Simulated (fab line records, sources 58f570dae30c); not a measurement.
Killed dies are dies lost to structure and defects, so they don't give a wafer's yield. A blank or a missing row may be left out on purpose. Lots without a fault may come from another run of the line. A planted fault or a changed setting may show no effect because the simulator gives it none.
Split-lot experiment | flow berkeley_cmos170 | 5 lots, 23 wafers read, on a route of 331 steps

THE SPLIT
At UCB170_V1_CVD_00 (deposits SiO2 from TEOS/O2, target thk 2000 nm, time 250 s), the setting time_s was moved away from the recipe's 250 s on 5 of the 23 wafers read, by -3.9% to +9.9%. The other wafers ran this setting at the recipe's value.

The file shows no step between the split and the reading.

THE READING
V1_TEOS_THK, in nm, at UCB170_V1_THK_MEAS_01. Fault-free wafers of this fab line usually give 1987 nm, standard deviation 23 nm.

wafer  | tool, chamber at the split | time_s as run, s | against the recipe | V1_TEOS_THK, nm | against lot-mates on the recipe
L074.1 | pecvd-04, 0                | 240.3            | -3.9%              | 1911            | -116
L074.2 | pecvd-04, 2                | 250              | recipe             | 2003            | -
L074.4 | pecvd-04, 2                | 250              | recipe             | 2040            | -
L074.5 | pecvd-04, 0                | 250              | recipe             | 2039            | -
L074.6 | pecvd-04, 1                | 240.3            | -3.9%              | 1917            | -110
L076.1 | pecvd-01, 0                | 250              | recipe             | 1951            | -
L076.3 | pecvd-01, 1                | 250              | recipe             | 1957            | -
L076.4 | pecvd-01, 0                | 250              | recipe             | 1982            | -
L076.5 | pecvd-01, 1                | 250              | recipe             | 1999            | -
L076.6 | pecvd-01, 2                | 250              | recipe             | 1989            | -
L082.1 | pecvd-04, 1                | 250              | recipe             | 1980            | -
L082.2 | pecvd-04, 0                | 250              | recipe             | 1962            | -
L082.4 | pecvd-04, 1                | 250              | recipe             | 2002            | -
L082.5 | pecvd-04, 2                | 250              | recipe             | 1996            | -
L082.6 | pecvd-04, 0                | 250              | recipe             | 1992            | -
L083.1 | pecvd-01, 2                | 250              | recipe             | 1963            | -
L083.5 | pecvd-01, 0                | 250              | recipe             | 2000            | -
L083.6 | pecvd-01, 2                | 250              | recipe             | 1995            | -
L084.1 | pecvd-01, 2                | 274.7            | +9.9%              | 2159            | +192
L084.2 | pecvd-01, 1                | 274.7            | +9.9%              | 2154            | +186
L084.3 | pecvd-01, 0                | 250              | recipe             | 1965            | -
L084.4 | pecvd-01, 1                | 250              | recipe             | 1970            | -
L084.6 | pecvd-01, 2                | 274.7            | +9.9%              | 2196            | +228

THE FIT
A straight line over all 23 wafers: V1_TEOS_THK changes by +18.5 nm for each +1% of time_s; r = +0.95; the points scatter about the line by 24 nm.
The same after taking each lot's own level away (the mean of its wafers on the recipe; 23 wafers): +21.5 nm for each +1%; r = +0.98; scatter 19 nm.
On that fit, the largest move of time_s shifts the reading by 2.1e+02 nm.
The lots' own levels span 1967.5 to 2027.3 nm, that is 2.6 times the standard deviation above.
So the lot-to-lot level changes the slope: the two fits differ.
Check: with one of the wafers moved furthest among these (+9.9%) left out of the fit, the line predicts +217 nm for it against its lot-mates. It came out at +192 nm against them.

OTHER SPLITS ON THESE WAFERS
These wafers also went through other splits before the reading. Each is held against what the fit with the lots' levels taken away leaves over:
other split on the same wafers  | wafers away from the commonest value | r with V1_TEOS_THK (lot level and that fit taken away)
UCB170_CONTACT_COAT_10 spin_rpm | 5                                    | -0.02

THE WHOLE CHAIN: every reading that the file lists as answering this split, in the file's order
step                  | what it does                                               | reading                                                                   | change (the file's fit)              | r (the file's)
UCB170_V1_CVD_00      | deposits SiO2 from TEOS/O2, target thk 2000 nm, time 250 s | SiO2_of_V1_CVD_00.thk_nm (the simulator's own value, which no gauge read) | +21.9 nm for each +1% of the setting | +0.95
UCB170_V1_THK_MEAS_01 |                                                            | V1_TEOS_THK                                                               | +21.7 for each +1% of the setting    | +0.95

THE FILE'S OWN FIT
V1_TEOS_THK changes by +21.7 nm for each +1% of time_s, r = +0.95.
